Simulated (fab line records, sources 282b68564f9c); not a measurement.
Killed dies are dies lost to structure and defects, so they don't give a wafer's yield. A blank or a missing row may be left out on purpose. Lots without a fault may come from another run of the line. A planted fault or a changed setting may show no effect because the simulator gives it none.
Which tool did it? | flow rit_cmos | 15 lots, 45 wafers sampled, at 1 step of a route of 202

WHAT THE GAUGES READ, wafer by wafer
The record holds no reading of a measuring or inspecting step that can be judged against a usual standard deviation.

WHICH TOOL RAN EACH LOT (tool, then ch and the chambers of the sampled wafers, then the start)
lot  | RIT_ACTIVE_STRIP_14
L798 | plasma_asher-01 ch 0,1, day 1 14:58
L799 | plasma_asher-03 ch 0,1, day 1 20:00
L804 | plasma_asher-03 ch 0,1, day 2 20:58
L806 | plasma_asher-01 ch 0,1, day 3 06:58
L807 | plasma_asher-03 ch 0,1, day 3 12:02
L809 | plasma_asher-03 ch 0,1, day 3 22:02
L811 | plasma_asher-03 ch 0,1, day 4 08:40
L813 | plasma_asher-03 ch 0,1, day 4 17:50
L815 | plasma_asher-02 ch 0,1, day 5 03:58
L816 | plasma_asher-02 ch 0,1, day 5 09:09
L817 | plasma_asher-03 ch 0,1, day 5 13:50
L818 | plasma_asher-03 ch 0,1, day 5 19:06
L819 | plasma_asher-03 ch 1, day 5 23:58
L820 | plasma_asher-02 ch 0,1, day 6 04:50
L821 | plasma_asher-01 ch 0,1, day 6 09:50
- RIT_ACTIVE_STRIP_14: strips in O2, time 180 s.

WHAT THE TOOLS THEMSELVES READ (means of the sampled wafers that have a number; where no wafer has one, the mark that the record gives instead)
RIT_ACTIVE_STRIP_14.
lot  | tool            | chamber_pressure_mTorr (mTorr) | drypump_motor_current_A (A)
L798 | plasma_asher-01 | 4003                           | 5.6
L799 | plasma_asher-03 | 4003                           | 5.7
L804 | plasma_asher-03 | 4003                           | 5.7
L806 | plasma_asher-01 | 3997                           | 5.6
L807 | plasma_asher-03 | 3999                           | 5.5
L809 | plasma_asher-03 | 4000                           | 5.5
L811 | plasma_asher-03 | 4001                           | 5.7
L813 | plasma_asher-03 | 3999                           | 5.5
L815 | plasma_asher-02 | -                              | -
L816 | plasma_asher-02 | -                              | -
L817 | plasma_asher-03 | -                              | -
L818 | plasma_asher-03 | 4000                           | 5.5
L819 | plasma_asher-03 | 3999                           | 6.1
L820 | plasma_asher-02 | 3998                           | 5.8
L821 | plasma_asher-01 | 4000                           | 5.6

THE ANSWER, worked out from the rows above alone
Rule: what is usual is taken from the lots themselves. Put in order of their means at a reading, lots are off if they are a third of the lots or fewer, leave a main group of 4 or more, and stand apart from it by a gap of 3 or more times the standard deviation of the main group's means; of several such gaps the widest counts. A main group whose means are all the same, to the digits that the tables above print for the reading, isn't used. A lot without any number at a reading at which 4 lots or more have one is off too. The other lots that the step has rows for count as sound. The gauges are gone through in route order, then the tools' own readings, and for those a lot's mean is taken as printed above. The first step at which some lot is off is used, and at that step the reading that is off furthest; a lot without a number counts as furthest.
Off: L815, L816, L817, at RIT_ACTIVE_STRIP_14 (chamber_pressure_mTorr). Without a number there: L815, L816, L817. The main group: mean 4000 mTorr, standard deviation 1.9.
A tool fits if, at that step or a process step before it, it ran every lot that is off, and no sound lot after the first of them. None of those tried fits.

WHAT THE SIMULATOR HAD PUT IN
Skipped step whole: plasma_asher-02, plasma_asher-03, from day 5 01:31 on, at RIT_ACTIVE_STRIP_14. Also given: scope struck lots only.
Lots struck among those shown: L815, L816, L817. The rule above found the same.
